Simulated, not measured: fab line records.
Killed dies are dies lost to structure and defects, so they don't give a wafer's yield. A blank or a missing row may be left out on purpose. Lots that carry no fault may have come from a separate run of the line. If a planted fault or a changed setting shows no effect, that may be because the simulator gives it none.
Which of the tools did it? | flow berkeley cmos170 | Sampling: 7 lots, 21 wafers, 3 of 331 route steps

## WHAT THE GAUGES READ, wafer by wafer
UCB170_M2_RS_MEAS_02: a four-point-probe measurement.
lot  | measured     | on            | M2_AL_RS (ohm/sq)
L151 | day 7 08:51  | film metro-04 | 0.0320 0.0317 0.0325
L155 | day 8 01:18  | film metro-02 | 0.0246 0.0248 0.0246
L157 | day 8 08:22  | film metro-04 | 0.0324 0.0327 0.0324
L160 | day 9 13:13  | film metro-04 | 0.0250 0.0251 0.0249
L167 | day 10 21:49 | film metro-04 | 0.0325 0.0319 0.0327
L169 | day 11 17:58 | film metro-03 | 0.0319 0.0315 0.0322
L171 | day 12 02:10 | film metro-03 | 0.0324 0.0321 0.0320

## TOOL THAT RAN EACH LOT (tool first, then ch and the chambers of the sampled wafers, then the start)
lot  | UCB170_CONTACT_STRIP_19              | UCB170_M2_SPUTTER_01
L151 | plasma asher-04 ch 0,1, day 6 21:38  | pvd sputter-01, day 7 08:45
L155 | plasma asher-03 ch 0,1, day 7 10:53  | pvd sputter-01, day 8 01:13
L157 | plasma asher-03 ch 0,1, day 7 22:31  | pvd sputter-02, day 8 08:14
L160 | plasma asher-02 ch 0,1, day 9 03:55  | pvd sputter-01, day 9 13:08
L167 | plasma asher-04 ch 0,1, day 10 10:28 | pvd sputter-04, day 10 21:42
L169 | plasma asher-04 ch 0,1, day 11 09:05 | pvd sputter-01, day 11 17:52
L171 | plasma asher-03 ch 0,1, day 11 13:25 | pvd sputter-01, day 12 02:05
- UCB170_CONTACT_STRIP_19: strips in O2.
- UCB170_M2_SPUTTER_01: material Al, target thk 900 nm, time 120 s.

## THE ANSWER, worked out from the rows above alone
Rule: what is usual is taken from the lots themselves. The widest of any qualifying gaps counts: lots, ordered by their means at a reading, are off when they make up no more than a third of the lots, leave a main group of 4 or more, and stand apart from it by 3 or more times the standard deviation of that group's means. Not used: any main group whose means are identical at the precision the tables above print for the reading. A lot without any number at a reading at which 4 lots or more have one is off too. All remaining lots with rows at the step are treated as sound.
Off: L155, L160, at UCB170_M2_RS_MEAS_02 (M2_AL_RS). Main group: mean 0.0322 ohm/sq, sd 0.00022.
A tool fits if, at a process step before that reading, it ran every lot that is off, and no sound lot after the first of them. Gauges at UCB170_M2_RS_MEAS_02: tried the same way as those tools. No candidate that was tried fits.

## WHAT THE SIMULATOR HAD INSERTED
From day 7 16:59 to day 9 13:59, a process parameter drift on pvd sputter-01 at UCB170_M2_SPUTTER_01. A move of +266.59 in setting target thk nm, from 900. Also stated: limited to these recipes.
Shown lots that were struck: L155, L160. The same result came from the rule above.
